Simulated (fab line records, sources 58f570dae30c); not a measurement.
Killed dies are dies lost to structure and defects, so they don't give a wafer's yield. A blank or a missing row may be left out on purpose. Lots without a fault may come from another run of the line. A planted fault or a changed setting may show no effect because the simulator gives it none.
fab line records | flow berkeley_cmos170
record lots=15 wafers=45 last_day=14
route steps=331 shown FIELD@91 M1@244 M3@311
lots that met no fault: from a run of the same line without faults
start_h: hours from the record's first day to the start of the lot's first wafer shown | wait_h: hours since the lot's step before | " the same as in the row above | L1.1+2: a row that stands for several wafers | - no value, or no start given | * or withheld: withheld | < > ~ a bound
route shown NAME@n: a module of which the file shows steps, and the number in the route of the first | usual: mean/standard deviation of fault-free wafers | same: alike in all rows | chamber/n: place in a boat | sites: the reading at each site | _std_site: their standard deviation | _edge_site: outer sites' mean less inner sites' | radius_mm: how far each site lies from the wafer's centre | mask NAME#n: copy n | behind: the tool/chamber that last shaped the wafer | hold: why the lot was held/for how many hours/how that ended | device: the transistor (n, p or np) that didn't switch | end of line: the same wafers' tests at the end of the route | a step without rows: its recipe alone | killed: dies lost to structure and defects at the first sort, not the wafer's yield | map: a wafer's dies, x killed, . not, _ none there
set.NAME: the setting as run; set.NAME@STEP: as run at that earlier step | model.NAME: the simulator's own value behind a step, which no gauge read
steps of the route over a sample of lots; a table a step, a row a wafer
services: from which hour (start_h, from the record's first day; less than 0 if before it) a tool's chamber was out of use, for how many hours, and why
## steps
# step UCB170_FIELD_THK_MEAS_02
# recipe reads=SiO2_of_FIELD_OXIDATION_01
# usual FIELD_OXIDE_THK=555/9.5
# columns lot.wafer tool chamber start_h wait_h FIELD_OXIDE_THK[nm]
L766.3 film_metro-04 - 98.54 0.0 578
L766.4 " - " " 575
L766.6 " - " " 572
L768.1 film_metro-04 - 111.97 0.0 553
L768.2 " - " " 550
L768.4 " - " " 548
L767.2 film_metro-04 - 117.15 0.0 562
L767.3 " - " " 566
L767.5 " - " " 556
L770.1 film_metro-02 - 117.20 0.1 557
L770.3 " - " " 554
L770.4 " - " " 558
L771.3 film_metro-04 - 117.22 0.1 552
L771.4 " - " " 545
L771.5 " - " " 544
L773.3 film_metro-04 - 127.58 0.0 557
L773.5 " - " " 547
L773.6 " - " " 541
L774.1 film_metro-02 - 152.89 0.0 558
L774.4 " - " " 567
L774.5 " - " " 571
L775.2 film_metro-04 - 152.90 0.0 561
L775.3 " - " " 561
L775.4 " - " " 560
L776.3 film_metro-03 - 152.91 0.0 557
L776.5 " - " " 561
L776.6 " - " " 570
L779.1 film_metro-04 - 160.46 0.0 559
L779.2 " - " " 559
L779.5 " - " " 559
L781.1 film_metro-03 - 177.88 0.0 562
L781.3 " - " " 551
L781.6 " - " " 561
L783.2 film_metro-02 - 183.63 0.0 538
L783.4 " - " " 540
L783.5 " - " " 547
L784.2 film_metro-04 - 183.63 0.0 536
L784.3 " - " " 541
L784.4 " - " " 533
L788.1 film_metro-02 - 219.22 0.0 575
L788.2 " - " " 562
L788.6 " - " " 564
L789.1 film_metro-02 - 230.49 0.0 550
L789.2 " - " " 560
L789.3 " - " " 556
# step UCB170_M1_EXPOSE_06
# recipe mask_id=METAL1 target_cd_nm=700 na=0.5 sigma_outer=0.6 source_shape=conventional dose_mj=21
# usual exposure_dose_mJ_cm2=21.16/0.17 focus_offset_nm=0.0/0.53
# columns lot.wafer tool chamber start_h wait_h mask exposure_dose_mJ_cm2 focus_offset_nm
L766.3 krf_scanner-01 0 181.42 - METAL1#0 20.97 0.1
L766.4 " 0 " " METAL1#0 20.98 0.2
L766.6 " 0 " " METAL1#0 20.97 0.4
L770.1 krf_scanner-02 0 193.79 - METAL1#0 20.97 0.1
L770.3 " 0 " " METAL1#0 21.02 0.0
L770.4 " 0 " " METAL1#0 20.98 -0.5
L768.1 krf_scanner-01 0 194.03 - METAL1#0 21.37 -0.5
L768.2 " 0 " " METAL1#0 21.33 0.4
L768.4 " 0 " " METAL1#0 21.37 -0.2
L767.2 krf_scanner-01 0 194.17 - METAL1#0 21.36 0.6
L767.3 " 0 " " METAL1#0 21.33 0.3
L767.5 " 0 " " METAL1#0 21.31 -0.1
L771.3 krf_scanner-02 0 194.60 - METAL1#0 20.97 -0.5
L771.4 " 0 " " METAL1#0 20.96 -0.1
L771.5 " 0 " " METAL1#0 20.99 -0.1
L773.3 krf_scanner-02 0 207.69 - METAL1#0 20.93 0.4
L773.5 " 0 " " METAL1#0 20.95 0.8
L773.6 " 0 " " METAL1#0 20.93 -0.3
L774.1 krf_scanner-01 0 227.53 - METAL1#0 21.30 0.1
L774.4 " 0 " " METAL1#0 21.29 -0.3
L774.5 " 0 " " METAL1#0 21.29 -1.7
L775.2 krf_scanner-02 0 227.79 - METAL1#0 20.96 -0.7
L775.3 " 0 " " METAL1#0 21.00 -0.5
L775.4 " 0 " " METAL1#0 20.97 0.2
L776.3 krf_scanner-01 0 228.05 - METAL1#0 21.32 0.2
L776.5 " 0 " " METAL1#0 21.30 -0.4
L776.6 " 0 " " METAL1#0 21.32 -0.4
L779.1 krf_scanner-01 0 238.06 - METAL1#0 21.32 -1.1
L779.2 " 0 " " METAL1#0 21.35 0.3
L779.5 " 0 " " METAL1#0 21.34 -0.4
L781.1 krf_scanner-02 - 255.60 - METAL1#0 - -
L781.3 " - " " METAL1#0 - -
L781.6 " - " " METAL1#0 - -
L784.2 krf_scanner-01 - 265.73 - METAL1#0 - -
L784.3 " - " " METAL1#0 - -
L784.4 " - " " METAL1#0 - -
L783.2 krf_scanner-01 - 265.85 - METAL1#0 - -
L783.4 " - " " METAL1#0 - -
L783.5 " - " " METAL1#0 - -
L788.1 krf_scanner-02 0 297.63 - METAL1#0 20.99 0.6
L788.2 " 0 " " METAL1#0 20.96 -0.6
L788.6 " 0 " " METAL1#0 20.97 0.2
L789.1 krf_scanner-01 0 309.04 - METAL1#0 21.32 0.1
L789.2 " 0 " " METAL1#0 21.35 0.1
L789.3 " 0 " " METAL1#0 21.33 -0.5
# step UCB170_M1_CD_MEAS_09
# recipe target_cd_nm=700
# usual cd_nm=700.4/1.6
# columns lot.wafer tool chamber start_h wait_h cd_nm
L766.3 cd_sem-02 - 182.29 - 701.4
L766.4 " - " " 700.0
L766.6 " - " " 702.1
L770.1 cd_sem-02 - 194.39 - 697.6
L770.3 " - " " 699.4
L770.4 " - " " 697.1
L768.1 cd_sem-01 - 194.54 - 701.2
L768.2 " - " " 701.2
L768.4 " - " " 700.0
L767.2 cd_sem-01 - 194.84 - 698.7
L767.3 " - " " 698.6
L767.5 " - " " 699.3
L771.3 cd_sem-01 - 195.20 - 701.6
L771.4 " - " " 700.4
L771.5 " - " " 700.1
L773.3 cd_sem-01 - 208.09 - 700.7
L773.5 " - " " 700.2
L773.6 " - " " 700.4
L774.1 cd_sem-01 - 228.40 - 699.5
L774.4 " - " " 700.5
L774.5 " - " " 700.5
L775.2 cd_sem-01 - 228.54 - 703.0
L775.3 " - " " 703.0
L775.4 " - " " 701.8
L776.3 cd_sem-01 - 228.71 - 701.1
L776.5 " - " " 700.7
L776.6 " - " " 700.3
L779.1 cd_sem-01 - 239.01 - 700.6
L779.2 " - " " 698.1
L779.5 " - " " 700.6
L781.1 cd_sem-02 - 256.16 - -
L781.3 " - " " -
L781.6 " - " " -
L784.2 cd_sem-01 - 266.12 - -
L784.3 " - " " -
L784.4 " - " " -
L783.2 cd_sem-02 - 266.33 - -
L783.4 " - " " -
L783.5 " - " " -
L788.1 cd_sem-01 - 298.02 - 698.6
L788.2 " - " " 700.3
L788.6 " - " " 699.4
L789.1 cd_sem-02 - 309.87 - 701.5
L789.2 " - " " 702.0
L789.3 " - " " 702.6
# step UCB170_M3_RS_MEAS_02
# recipe thk_meas_gauge=four-point-probe reads=Al_of_M3_SPUTTER_01
# usual M3_AL_RS=0.0319/0.00033
# columns lot.wafer tool chamber start_h wait_h M3_AL_RS[ohm/sq]
L766.3 film_metro-04 - 192.33 0.1 0.0325
L766.4 " - " " 0.0317
L766.6 " - " " 0.0315
L770.1 film_metro-02 - 204.50 0.0 0.0318
L770.3 " - " " 0.0320
L770.4 " - " " 0.0324
L768.1 film_metro-04 - 206.13 0.0 0.0320
L768.2 " - " " 0.0323
L768.4 " - " " 0.0320
L767.2 film_metro-02 - 207.22 0.1 0.0322
L767.3 " - " " 0.0315
L767.5 " - " " 0.0315
L771.3 film_metro-04 - 208.22 0.1 0.0318
L771.4 " - " " 0.0318
L771.5 " - " " 0.0315
L773.3 film_metro-01 - 217.46 0.1 0.0323
L773.5 " - " " 0.0320
L773.6 " - " " 0.0326
L774.1 film_metro-04 - 238.48 0.0 0.0315
L774.4 " - " " 0.0320
L774.5 " - " " 0.0316
L775.2 film_metro-01 - 240.62 0.1 0.0316
L775.3 " - " " 0.0315
L775.4 " - " " 0.0315
L776.3 film_metro-04 - 241.00 0.1 0.0319
L776.5 " - " " 0.0320
L776.6 " - " " 0.0317
L779.1 film_metro-01 - 250.89 0.0 0.0323
L779.2 " - " " 0.0321
L779.5 " - " " 0.0322
L788.1 film_metro-01 - 309.12 0.0 0.0319
L788.2 " - " " 0.0318
L788.6 " - " " 0.0324
L789.1 film_metro-01 - 320.34 0.0 0.0315
L789.2 " - " " 0.0315
L789.3 " - " " 0.0319
## services
# columns tool chamber start_h hours kind
krf_scanner-02 - 159.15 1.3 pm
krf_scanner-02 - 166.28 3.6 pm
krf_scanner-01 - 182.80 - calibration
krf_scanner-01 - 218.71 4.0 pm
krf_scanner-01 - 224.25 1.3 pm
krf_scanner-01 - 226.46 0.8 repair
krf_scanner-01 - 231.96 0.8 pm
krf_scanner-02 0 233.92 - calibration
krf_scanner-02 - 260.22 7.1 repair
## key
first_sign step=UCB170_M1_EXPOSE_06 reading=tool_record direction=missing
effect none on later readings
met_at UCB170_M1_EXPOSE_06
struck_lots L781,L783,L784
later_rows_left_out L781.1,L781.3,L781.6,L783.2,L783.4,L783.5,L784.2,L784.3,L784.4
sort_left_out L781.1,L781.3,L781.6,L783.2,L783.4,L783.5,L784.2,L784.3,L784.4
not_acting_at UCB170_FIELD_THK_MEAS_02,UCB170_M1_CD_MEAS_09,UCB170_M3_RS_MEAS_02
onset_between 238.06 255.60
fault kind=skipped_step_whole tool=krf_scanner-01,krf_scanner-02 chamber=- onset_h=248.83 steps=UCB170_M1_EXPOSE_06 scope=struck_lots_only
# sort_left_out: the simulated sort isn't trusted on such a fault, so these wafers' sort isn't shown, and their yield isn't known
# later_rows_left_out: the simulator's readings of these wafers behind a module that went badly wrong aren't trusted and aren't shown, but for the sort
